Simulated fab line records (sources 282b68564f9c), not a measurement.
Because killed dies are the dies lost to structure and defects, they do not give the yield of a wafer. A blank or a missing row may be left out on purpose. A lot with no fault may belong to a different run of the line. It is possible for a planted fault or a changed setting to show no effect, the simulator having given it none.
A lot that was struck, set against a sound lot	flow ritCmos	15 out of 202 route steps
Sound: the wafers L676.1, L676.3, L676.5. Struck: wafer L685.3 (L685.1, L685.4, from the same lot, were not struck and are left out); the cause is given at the end.
For every step that has rows: the tool of each side, followed by ch and its chambers, followed by its first start. Under that, the readings that differ: sound wafers	struck wafers	difference of the means	sigmas: that difference in standard deviations of wafers without a fault.
alike: words and numbers the same on both sides, and readings whose means are apart by under 2 such deviations; not compared: readings that were withheld, readings missing a value for some wafer, numbers with overlapping values and no deviation given by the record, and bounds like >300 which may hide the same value.
A row with sigmas, a row that says differs or no value, or rows on one side alone: a step with any of these is where the two part. Numbers that have no deviation but don't overlap get no sigmas and don't part them. A reading missing from all wafers of one side parts the sides only when that side holds two or more wafers.

RIT_M1_SPUTTER_00: material Al, target thk 400 nm, time 500 s.
  struck on pvdSputter-04, day 5 13:39; sound on pvdSputter-01, day 3 15:59
  alike: throttleValvePct
RIT_M1_RS_MEAS_01: a four-point-probe measurement.
  struck on filmMetro-04, day 5 13:56; sound on filmMetro-03, day 3 16:17
  alike: M1_AL_RS
RIT_M1_THK_MEAS_02: measures by xrf.
  struck on filmMetro-04, day 5 14:04; sound on filmMetro-03, day 3 16:25
  alike: M1_AL_THK
then, 6 steps without rows for these wafers: RIT_M1_HMDS_03 (prime time 60 s); RIT_M1_COAT_04 (resist thk 1280 nm); RIT_M1_SOFTBAKE_05 (time 60 s); RIT_M1_EXPOSE_06 (exposes mask M12, target cd 2600 nm); RIT_M1_PEB_07; RIT_M1_DEVELOP_08 (develop time 68 s).
RIT_M1_CD_MEAS_09: the cd target is 2600 nm.
  struck on cdSem-01, day 5 15:00; sound on cdSem-01, day 3 17:23
  alike: cdNm
RIT_M1_OVL_MEAS_10:
  struck on overlay-02, day 5 15:07; sound on overlay-02, day 3 17:30
  alike: M1_OVL
then, 1 step without rows for these wafers: RIT_M1_HARDBAKE_11 (time 120 s).
RIT_M1_METAL_ETCH_12: etches Al in Cl2/BCl3, stops on SiO2, time 165 s, target depth 600 nm.
  sound on rieMetal-04 ch 0,1, day 3 17:47; struck on rieMetal-04 ch 0, day 5 15:25
reading	sound	struck	difference	sigmas
chamberPressureMTorr (mTorr)	99.88 100.00 99.95	149.88	+49.94	+99 or more
model.NOVOLAK_of_M1_COAT_04.thkNm (nm)	792 791.3 791.6	774.2	-17.4	
  alike: drypumpMotorCurrentA, oesProductAu, throttleValvePct
  not compared: rfHoursCounterH
then, 1 step without rows for these wafers: RIT_M1_STRIP_13 (strips in nmp, time 600 s).
RIT_M1_PROBE_99:
  struck on prober-01, day 5 17:46; sound on prober-02, day 3 20:03
reading	sound	struck	difference	sigmas
sort_bin_6_memory (%)	1.9 1.5 1.5	0.4	-1.2	-2
  alike: defectLimitedYield, killedAtContacts, killedAtFrontEnd, killedDies, killedOpen, killedShort, sort_bin_3_pad_short, sort_bin_5_function, sortNPass, sortYieldPct

WHERE THEY PART
At RIT_M1_METAL_ETCH_12 first; at RIT_M1_PROBE_99 last (within this record only).

WHY: what had been put in by the simulator
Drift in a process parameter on rieMetal-04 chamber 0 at RIT_M1_METAL_ETCH_12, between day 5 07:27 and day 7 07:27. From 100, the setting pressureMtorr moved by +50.
